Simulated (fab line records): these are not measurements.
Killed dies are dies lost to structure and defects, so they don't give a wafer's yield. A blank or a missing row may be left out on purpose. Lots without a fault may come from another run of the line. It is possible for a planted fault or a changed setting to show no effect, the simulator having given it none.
8D (eight disciplines) problem report, filled in by code    flow berkeley_cmos170    the parts of the form that need people (team, actions taken, sign-off) are left out

## 1. THE ISSUE
Mean V1_TEOS_THK at UCB170_V1_THK_MEAS_01: 1422 nm over 2 wafers in 2 lots; fault-free wafers: 1995 nm, standard deviation 27. That puts it -21 standard deviations away from the usual mean.
First observed at day 10 21:46: wafer L421.3, on film_metro-02. At this step, 38 wafers from 14 lots have a number in the record. The rule behind "out" and "out of limits": a value lying over 4 standard deviations away from the usual mean. All remaining wafers that have a number are taken as sound.

## 2. WHAT IT IS, WHAT IT ISN'T
question                     is                            is not
which readings at this step  V1_TEOS_THK                   -
which lots                   L421, L423                    L405, L406, L407, L409, L410, L411, L414, L415, L419, L424, L425, L426
which wafers of those lots   all that have a number        -
read on which gauges         film_metro-02, film_metro-04  film_metro-03
when                         from day 10 21:46             up to then (27 sound wafers); but 9 sound wafers of L424, L425, L426 came after

## 3. SUSPECTS, AND WHAT RULES EACH OUT
Counting: a tool at a process step up to the reading stays a suspect if it ran every lot that is out and no sound lot after the first of them.
- the gauge at UCB170_V1_THK_MEAS_01 is ruled out. Those wafers that are out were read across 2 gauges (film_metro-02, film_metro-04).
- rie_si-01 at UCB170_GATE_ETCH_15 (etches poly-Si in HBr/Cl2, stops on SiO2, time 56.3 s, target depth 278.2 nm): ruled out as a lasting fault. Sound lots L426 ran on it after its first lot that is out, L421 (day 9 20:44).
- pecvd-01 at UCB170_V1_CVD_00 (deposits SiO2 from TEOS/O2, target thk 2000 nm, time 250 s): kept. It processed each lot that is out, first L421 at day 10 21:36, and no sound lot thereafter; up to then, the last sound lot it processed was L411 at day 9 01:00.
Left after counting: pecvd-01 at UCB170_V1_CVD_00.

## 4. THE CAUSE (what the simulator had put in)
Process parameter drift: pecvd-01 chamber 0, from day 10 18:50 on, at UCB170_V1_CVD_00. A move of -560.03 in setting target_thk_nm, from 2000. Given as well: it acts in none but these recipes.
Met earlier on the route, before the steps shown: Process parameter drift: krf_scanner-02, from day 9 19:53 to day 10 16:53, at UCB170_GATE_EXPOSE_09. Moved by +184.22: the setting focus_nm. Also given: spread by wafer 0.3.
The count eliminated every tool but this one.

## 5. SEQUENCE OF EFFECTS, ordered by route
One row per reading whose mean, taken over the struck wafers that have a number, lies over 3 standard deviations from the usual. Only readings for which the record gives a usual standard deviation are gone through. hours: the time from each lot's start at the first step in this table that gives one to its start at this step, as a median over the lots. sigmas: the change in usual standard deviations.
hours  step                   reading      usual    on struck wafers  change  sigmas
0      UCB170_V1_THK_MEAS_01  V1_TEOS_THK  1995 nm  1422              -573    -21

## 6. WHAT WOULD HAVE CAUGHT IT SOONER
In this record the first reading out of limits at a measuring or inspecting step was taken at day 10 21:46, 3 hours after the fault began at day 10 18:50.
Tool readings at UCB170_V1_CVD_00 with a usual standard deviation given in the record: none out on any struck wafer, hence no alarm at a limit of 4 standard deviations on them.
L423, from the lots that are out (2), started UCB170_V1_CVD_00 on pecvd-01 later than day 10 21:46. Putting the tool on hold at that point would have spared it.
